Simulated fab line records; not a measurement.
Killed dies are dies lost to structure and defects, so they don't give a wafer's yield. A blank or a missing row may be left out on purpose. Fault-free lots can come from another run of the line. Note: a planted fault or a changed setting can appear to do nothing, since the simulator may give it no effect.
Which tool did it? | flow berkeleyCmos170 | at 1 step of a route of 331, 15 lots with 45 wafers sampled

WHAT THE GAUGES READ, wafer by wafer
No reading from a measuring or inspecting step in the record can be judged against a usual standard deviation.

WHICH TOOL RAN EACH LOT (tool, then ch and the chambers of the sampled wafers, then the start)
lot  | UCB170_M1_DEVELOP_08
L735 | lithoTrack-04 ch 0, day 8 05:00
L737 | lithoTrack-03 ch 0, day 8 06:00
L738 | lithoTrack-04 ch 0, day 8 23:00
L742 | lithoTrack-04, day 9 12:00
L741 | lithoTrack-01, day 9 14:00
L740 | lithoTrack-01, day 9 14:00
L745 | lithoTrack-03 ch 0, day 10 10:00
L748 | lithoTrack-03 ch 0, day 10 22:00
L750 | lithoTrack-01 ch 0, day 10 23:00
L749 | lithoTrack-03 ch 0, day 11 03:00
L752 | lithoTrack-04 ch 0, day 11 04:00
L753 | lithoTrack-03 ch 0, day 11 06:00
L754 | lithoTrack-01 ch 0, day 12 04:00
L756 | lithoTrack-04 ch 0, day 12 04:00
L758 | lithoTrack-01 ch 0, day 12 21:00
- UCB170_M1_DEVELOP_08: develop time 45 s.

WHAT THE TOOLS THEMSELVES READ (means of the sampled wafers that have a number; where no wafer has one, the mark that the record gives instead)
UCB170_M1_DEVELOP_08.
lot  | tool          | chillPlateTempC (C)
L735 | lithoTrack-04 | 22.90
L737 | lithoTrack-03 | 23.12
L738 | lithoTrack-04 | 23.00
L742 | lithoTrack-04 | -
L741 | lithoTrack-01 | -
L740 | lithoTrack-01 | -
L745 | lithoTrack-03 | 23.02
L748 | lithoTrack-03 | 23.08
L750 | lithoTrack-01 | 22.88
L749 | lithoTrack-03 | 23.00
L752 | lithoTrack-04 | 22.94
L753 | lithoTrack-03 | 23.04
L754 | lithoTrack-01 | 23.03
L756 | lithoTrack-04 | 22.99
L758 | lithoTrack-01 | 22.95

THE ANSWER, worked out from the rows above alone
Rule: the usual values come from the lots themselves. The widest of any qualifying gaps counts: lots, ordered by their means at a reading, are off when they make up no more than a third of the lots, leave a main group of 4 or more, and stand apart from it by 3 or more times the standard deviation of that group's means. The tables above print the reading to a certain number of digits; a main group whose means all agree to those digits is not used. Also off: a lot with no number at a reading for which 4 or more lots have one. All remaining lots with rows at the step are treated as sound. First the gauges in route order, then the tools' own readings, where a lot's mean is used as printed above. The first step at which some lot is off is used, and at that step the reading that is off furthest; a lot without a number counts as furthest.
Off at UCB170_M1_DEVELOP_08 (chillPlateTempC): L742, L741, L740. Without a number there: L742, L741, L740. Mean 23.00 C and standard deviation 0.067 in the main group.
If a tool, at that step or one of the process steps before it, ran each lot that is off and ran no sound lot following the first of them, it fits. None of those tried fits.

WHAT THE SIMULATOR HAD PUT IN
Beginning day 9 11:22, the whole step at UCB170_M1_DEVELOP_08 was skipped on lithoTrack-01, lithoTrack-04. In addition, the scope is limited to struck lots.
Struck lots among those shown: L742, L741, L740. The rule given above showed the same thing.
